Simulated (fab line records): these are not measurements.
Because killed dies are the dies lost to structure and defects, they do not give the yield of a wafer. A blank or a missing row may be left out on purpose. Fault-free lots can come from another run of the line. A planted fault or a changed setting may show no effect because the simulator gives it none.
fab line records | flow berkeley-cmos170 | part 2 of 2: steps 29 to 39 of 39
record lots=5 | wafers=15 | last-day=12
route steps=331 shown SDANNEAL@205 PSD@206 NSD@207 PLDD@208 NLDD@209 SILICIDE@210 CONTACT@216 M1@238
lots untouched by any fault: they come from a run of this same line in which no faults occurred
start-h: start of the lot's first displayed wafer, in hours after the record's first day | wait-h: how many hours have passed since the lot's step before this one | " as in the row above | L1.1+2: a row that stands for several wafers | - no value, or no start given | * or withheld: withheld | < > ~ a bound
route shown NAME@n: NAME is a module with steps in the file, n the number in the route of the first one | usual: average and standard deviation across the fault-free wafers | same: alike in all rows | chamber/n: place in a boat | sites: per-site readings | _std_site: standard deviation of those values | _edge_site: inner sites' mean taken away from outer sites' mean | radius-mm: how far each site lies from the wafer's centre | mask NAME#n: copy n | behind: the last tool/chamber to shape the wafer | hold: why the lot was held/for how many hours/how that ended | device: the n, p or np transistor that did not switch | end of line: the route-end tests of the same wafers | a step with no rows: only its recipe | killed: not the wafer's yield, but the dies lost to structure and defects at the first sort | map: dies across one wafer; x = killed, . = not, _ = none there
set.NAME: the setting that was run; set.NAME@STEP: the one run at that earlier step | model.NAME: the simulator's own value behind a step, which no gauge read
lots at selected steps of the route; one table per step, one row per wafer
services: the hour from which a tool's chamber was out of use, counted from the record's first day as start-h (under 0 if before that day), plus the number of hours and why
## steps
# step UCB170_CONTACT_ETCH_17
# recipe chemistry=N2/H2 | target-depth-a=withheld | overetch-a=withheld | target=BARC | time-s=withheld | source-w=500 | bias-w=100 | pressure-mtorr=30 | n2-flow-sccm=100 | h2-flow-sccm=200
# usual drypump-motor-current-A=5.7/0.41 | h2-flow-sccm=200.0/0.6 | oes-product-au=0.991/0.027 | throttle-valve-pct=13.41/0.13
lot.wafer | tool        | chamber | start-h | wait-h | drypump-motor-current-A | h2-flow-sccm | oes-product-au | throttle-valve-pct
L080.2    | rie-diel-03 | 0       | 218.32  | 0.0    | 5.8                     | 199.9        | 0.984          | 13.54
L080.3    | "           | 3       | "       | "      | 5.9                     | 200.2        | 1.012          | 13.27
L080.4    | "           | 1       | "       | "      | 6.1                     | 199.5        | 0.984          | 13.61
L086.1    | rie-diel-02 | 2       | 236.19  | 0.0    | 5.4                     | 200.1        | 0.984          | 13.32
L086.3    | "           | 0       | "       | "      | 6.4                     | 200.2        | 1.051          | 13.43
L086.4    | "           | 3       | "       | "      | 5.6                     | 200.2        | 0.982          | 13.59
L090.1    | rie-diel-03 | 3       | 248.47  | 0.0    | 5.8                     | 201.6        | 1.024          | 13.27
L090.2    | "           | 1       | "       | "      | 6.1                     | 198.8        | 1.017          | 13.60
L090.5    | "           | 0       | "       | "      | 5.8                     | 200.2        | 0.982          | 13.55
L088.1    | rie-diel-02 | 3       | 250.02  | 0.0    | 5.6                     | 200.3        | 0.984          | 13.58
L088.3    | "           | 1       | "       | "      | 5.3                     | 200.7        | 0.959          | 13.32
L088.6    | "           | 3       | "       | "      | 5.6                     | 200.5        | 0.992          | 13.56
L095.2    | rie-diel-04 | 3       | 278.56  | 0.0    | 5.3                     | 199.4        | 0.969          | 13.25
L095.3    | "           | 1       | "       | "      | 6.4                     | 199.6        | 0.952          | 13.34
L095.6    | "           | 1       | "       | "      | 6.4                     | 199.6        | 0.953          | 13.34
# step UCB170_CONTACT_ETCH_18
# recipe chemistry=CHF3/CF4/Ar | target=PSG | stop-on=TiSi2 | CHF3_flow_sccm=45 | cf4-flow-sccm=15 | Ar_flow_sccm=150 | pressure-mtorr=200 | rf-w=700 | target-depth-a=8400 | over-etch-frac=0.2 | time-s=195
# usual drypump-motor-current-A=5.7/0.41 | oes-product-au=0.891/0.014 | throttle-valve-pct=6.96/0.086
lot.wafer | tool        | chamber | start-h | wait-h | drypump-motor-current-A | oes-product-au | rf-hours-counter-h | throttle-valve-pct
L080.2    | rie-diel-03 | 0       | -       | -      | 5.8                     | 0.891          | 125                | 6.98
L080.3    | "           | 3       | "       | "      | 5.8                     | 0.901          | 137                | 6.84
L080.4    | "           | 1       | "       | "      | 6.1                     | 0.875          | -                  | 7.10
L086.1    | rie-diel-02 | 2       | -       | -      | 5.4                     | 0.892          | 3                  | 7.07
L086.3    | "           | 0       | "       | "      | 6.4                     | 0.913          | 54                 | 6.90
L086.4    | "           | 3       | "       | "      | 5.6                     | 0.886          | 10                 | 7.00
L090.1    | rie-diel-03 | 3       | -       | -      | 5.9                     | 0.909          | 138                | 6.82
L090.2    | "           | 1       | "       | "      | 6.1                     | 0.875          | 13                 | 7.11
L090.5    | "           | 0       | "       | "      | 5.8                     | 0.887          | -                  | 6.98
L088.1    | rie-diel-02 | 3       | -       | -      | 5.6                     | 0.888          | 11                 | 7.00
L088.3    | "           | 1       | "       | "      | 5.3                     | 0.894          | 14                 | 6.96
L088.6    | "           | 3       | "       | "      | 5.6                     | 0.887          | -                  | 7.01
L095.2    | rie-diel-04 | 3       | -       | -      | 5.2                     | 0.895          | 118                | 6.82
L095.3    | "           | 1       | "       | "      | 6.4                     | 0.870          | 123                | 6.92
L095.6    | "           | 1       | "       | "      | 6.4                     | 0.877          | -                  | 6.94
# step UCB170_CONTACT_STRIP_19
# recipe chemistry=O2 | power-w=400 | pressure-mtorr=3500 | platen-temp-c=withheld | o2-flow-sccm=400 | overash-fraction=0.5
# usual drypump-motor-current-A=6.26/0.27 | o2-flow-sccm=400.0/1 | oes-product-au=0.726/0.0049
lot.wafer | tool            | chamber | start-h | wait-h | drypump-motor-current-A | o2-flow-sccm | oes-product-au | rf-hours-counter-h
L080.2    | plasma-asher-03 | 1       | 218.49  | -      | 5.75                    | 400.1        | 0.720          | 10
L080.3    | "               | 0       | "       | "      | 6.44                    | 400.8        | 0.724          | -
L080.4    | "               | 1       | "       | "      | 5.74                    | 400.2        | 0.723          | -
L086.1    | plasma-asher-02 | 1       | 236.36  | -      | 6.58                    | 401.1        | 0.723          | 48
L086.3    | "               | 1       | "       | "      | 6.55                    | 399.7        | 0.728          | -
L086.4    | "               | 0       | "       | "      | 6.37                    | 399.4        | 0.734          | -
L090.1    | plasma-asher-03 | 1       | 248.64  | -      | 5.77                    | 399.1        | 0.720          | 14
L090.2    | "               | 0       | "       | "      | 6.41                    | 401.6        | 0.727          | 14
L090.5    | "               | 0       | "       | "      | 6.41                    | 400.7        | 0.723          | -
L088.1    | plasma-asher-03 | 1       | 250.18  | -      | 5.75                    | 401.6        | 0.725          | 14
L088.3    | "               | 0       | "       | "      | 6.38                    | 399.9        | 0.729          | -
L088.6    | "               | 1       | "       | "      | 5.72                    | 400.8        | 0.720          | -
L095.2    | plasma-asher-01 | 0       | 278.73  | -      | 6.21                    | 400.0        | 0.721          | 53
L095.3    | "               | 0       | "       | "      | 6.24                    | 400.6        | 0.722          | -
L095.6    | "               | 0       | "       | "      | 6.21                    | 398.5        | 0.733          | -
# step UCB170_CONTACT_CD_MEAS_90
# recipe target-cd-nm=700
# usual cd-nm=700.2/1.6
lot.wafer | tool      | chamber | start-h | wait-h | cd-nm
L080.2    | cd-sem-01 | -       | 218.61  | 0.1    | 695.9
L080.3    | "         | -       | "       | "      | 699.4
L080.4    | "         | -       | "       | "      | 695.5
L086.1    | cd-sem-02 | -       | 236.46  | 0.1    | 699.7
L086.3    | "         | -       | "       | "      | 701.4
L086.4    | "         | -       | "       | "      | 701.6
L090.1    | cd-sem-01 | -       | 248.74  | 0.1    | 704.1
L090.2    | "         | -       | "       | "      | 702.5
L090.5    | "         | -       | "       | "      | 700.1
L088.1    | cd-sem-01 | -       | 250.40  | 0.2    | 700.7
L088.3    | "         | -       | "       | "      | 700.6
L088.6    | "         | -       | "       | "      | 702.2
L095.2    | cd-sem-01 | -       | 278.85  | 0.1    | 700.0
L095.3    | "         | -       | "       | "      | 701.7
L095.6    | "         | -       | "       | "      | 702.0
# step UCB170_CONTACT_CLEAN_20
# recipe chemistry=SPM | temp-c=120 | time-s=600
# usual bath-guard-temp-C=120.4/0.46
lot.wafer | tool         | chamber | start-h | wait-h | bath-guard-temp-C
L080.2    | wet-bench-03 | 1       | 218.71  | 0.1    | 120.5
L080.3    | "            | 1       | "       | "      | 120.7
L080.4    | "            | 1       | "       | "      | 120.5
L086.1    | wet-bench-02 | 2       | 236.58  | 0.1    | 120.0
L086.3    | "            | 2       | "       | "      | 120.3
L086.4    | "            | 2       | "       | "      | 120.4
L090.1    | wet-bench-01 | 0       | 248.86  | 0.1    | 120.4
L090.2    | "            | 0       | "       | "      | 120.4
L090.5    | "            | 0       | "       | "      | 120.3
L088.1    | wet-bench-01 | 3       | 250.52  | 0.1    | 120.8
L088.3    | "            | 3       | "       | "      | 120.2
L088.6    | "            | 3       | "       | "      | 120.9
L095.2    | wet-bench-03 | 3       | 278.95  | 0.1    | 120.8
L095.3    | "            | 3       | "       | "      | 120.3
L095.6    | "            | 3       | "       | "      | 120.9
# step UCB170_M1_SPUTTER_00
# recipe material=Al | target-thk-nm=600 | time-s=80 | power-w=6000 | chamber-pressure-pa=0.5
# usual throttle-valve-pct=30.2/1.5
lot.wafer | tool           | chamber | start-h | wait-h | throttle-valve-pct
L080.2    | pvd-sputter-01 | -       | 218.88  | 0.0    | 30.2
L080.3    | "              | -       | "       | "      | 31.1
L080.4    | "              | -       | "       | "      | 30.2
L086.1    | pvd-sputter-01 | -       | 236.75  | 0.0    | 31.0
L086.3    | "              | -       | "       | "      | 30.5
L086.4    | "              | -       | "       | "      | 30.4
L090.1    | pvd-sputter-02 | -       | 249.03  | 0.0    | 29.9
L090.2    | "              | -       | "       | "      | 32.5
L090.5    | "              | -       | "       | "      | 29.7
L088.1    | pvd-sputter-01 | -       | 250.70  | 0.0    | 30.8
L088.3    | "              | -       | "       | "      | 30.9
L088.6    | "              | -       | "       | "      | 30.0
L095.2    | pvd-sputter-01 | -       | 279.13  | 0.0    | 30.4
L095.3    | "              | -       | "       | "      | 30.5
L095.6    | "              | -       | "       | "      | 30.4
# step UCB170_M1_RS_MEAS_01
# recipe thk-meas-gauge=four-point-probe | reads=Al_of_M1_SPUTTER_00
# usual M1_AL_RS=0.0486/0.00049
lot.wafer | tool          | chamber | start-h | wait-h | M1_AL_RS[ohm/sq]
L080.2    | film-metro-04 | -       | 218.97  | 0.1    | 0.0487
L080.3    | "             | -       | "       | "      | 0.0480
L080.4    | "             | -       | "       | "      | 0.0485
L086.1    | film-metro-02 | -       | 236.82  | 0.0    | 0.0480
L086.3    | "             | -       | "       | "      | 0.0483
L086.4    | "             | -       | "       | "      | 0.0478
L090.1    | film-metro-04 | -       | 249.09  | 0.0    | 0.0487
L090.2    | "             | -       | "       | "      | 0.0497
L090.5    | "             | -       | "       | "      | 0.0485
L088.1    | film-metro-03 | -       | 250.76  | 0.0    | 0.0484
L088.3    | "             | -       | "       | "      | 0.0485
L088.6    | "             | -       | "       | "      | 0.0485
L095.2    | film-metro-02 | -       | 279.21  | 0.1    | 0.0483
L095.3    | "             | -       | "       | "      | 0.0495
L095.6    | "             | -       | "       | "      | 0.0491
# step UCB170_M1_THK_MEAS_02
# recipe thk-meas-gauge=xrf | reads=Al_of_M1_SPUTTER_00
# usual M1_AL_THK=581/6.9
lot.wafer | tool          | chamber | start-h | wait-h | M1_AL_THK[nm]
L080.2    | film-metro-04 | -       | 219.08  | 0.1    | 586
L080.3    | "             | -       | "       | "      | 594
L080.4    | "             | -       | "       | "      | 591
L086.1    | film-metro-02 | -       | 236.94  | 0.1    | 584
L086.3    | "             | -       | "       | "      | 582
L086.4    | "             | -       | "       | "      | 587
L090.1    | film-metro-04 | -       | 249.21  | 0.1    | 583
L090.2    | "             | -       | "       | "      | 568
L090.5    | "             | -       | "       | "      | 587
L088.1    | film-metro-03 | -       | 250.88  | 0.1    | 590
L088.3    | "             | -       | "       | "      | 585
L088.6    | "             | -       | "       | "      | 588
L095.2    | film-metro-02 | -       | 279.32  | 0.1    | 584
L095.3    | "             | -       | "       | "      | 567
L095.6    | "             | -       | "       | "      | 574
# step UCB170_M1_COAT_03
# recipe resist=BARC | temp-c=withheld | time-s=withheld | spin-rpm=3000 | resist-thk-nm=withheld
lot.wafer  | tool           | chamber | start-h | wait-h
L080.2+3+4 | litho-track-03 | 0       | 219.36  | 0.3
L086.1+3+4 | litho-track-03 | 0       | 237.13  | 0.2
L090.1+2+5 | litho-track-03 | 0       | 249.34  | 0.1
L088.1+3+6 | litho-track-01 | 0       | 250.94  | 0.1
L095.2+3+6 | litho-track-02 | 0       | 279.53  | 0.2
# step UCB170_M1_COAT_04
# recipe resist=KrF | spin-rpm=1500 | resist-thk-nm=900
lot.wafer  | tool           | chamber | start-h | wait-h
L080.2+3+4 | litho-track-03 | 0       | -       | -
L086.1+3+4 | litho-track-03 | 0       | -       | -
L090.1+2+5 | litho-track-03 | 0       | -       | -
L088.1+3+6 | litho-track-01 | 0       | -       | -
L095.2+3+6 | litho-track-02 | 0       | -       | -
# step UCB170_M1_SOFTBAKE_05
# recipe resist=KrF | temp-c=130 | time-s=60
lot.wafer  | tool           | chamber | start-h | wait-h
L080.2+3+4 | litho-track-03 | 0       | -       | -
L086.1+3+4 | litho-track-03 | 0       | -       | -
L090.1+2+5 | litho-track-03 | 0       | -       | -
L088.1+3+6 | litho-track-01 | 0       | -       | -
L095.2+3+6 | litho-track-02 | 0       | -       | -
## services
tool            | chamber | start-h | hours | kind
krf-scanner-02  | -       | 191.50  | 1.3   | repair
krf-scanner-01  | -       | 196.63  | 0.8   | pm
krf-scanner-02  | -       | 197.38  | 1.3   | pm
pvd-sputter-04  | -       | 202.80  | 1.4   | repair
pvd-sputter-01  | 3       | 204.91  | -     | consumable-replace:kit
pvd-sputter-01  | 3       | 204.91  | 18.0  | scheduled-down
pvd-sputter-01  | 3       | 204.91  | 18.0  | vent-cycle
krf-scanner-01  | -       | 205.12  | 1.3   | pm
pvd-sputter-01  | -       | 208.07  | 1.0   | repair
rie-diel-03     | 1       | 209.53  | 4.7   | repair
krf-scanner-02  | -       | 211.72  | 0.8   | pm
plasma-asher-01 | -       | 211.73  | 2.3   | repair
rie-diel-03     | 2       | 214.75  | 8.6   | repair
krf-scanner-02  | -       | 216.63  | 1.0   | pm
rie-diel-02     | 2       | 218.20  | 8.0   | repair
krf-scanner-02  | -       | 218.26  | 6.2   | repair
krf-scanner-01  | -       | 231.62  | 0.2   | repair
pvd-sputter-01  | -       | 243.11  | 1.2   | repair
rie-diel-03     | 2       | 252.07  | 32.7  | repair
rie-diel-04     | 2       | 252.77  | 41.4  | repair
krf-scanner-01  | -       | 256.83  | 3.6   | pm
rie-diel-03     | 3       | 263.28  | 13.4  | repair
krf-scanner-01  | -       | 265.44  | 4.4   | pm
pvd-sputter-02  | -       | 270.77  | 3.1   | repair
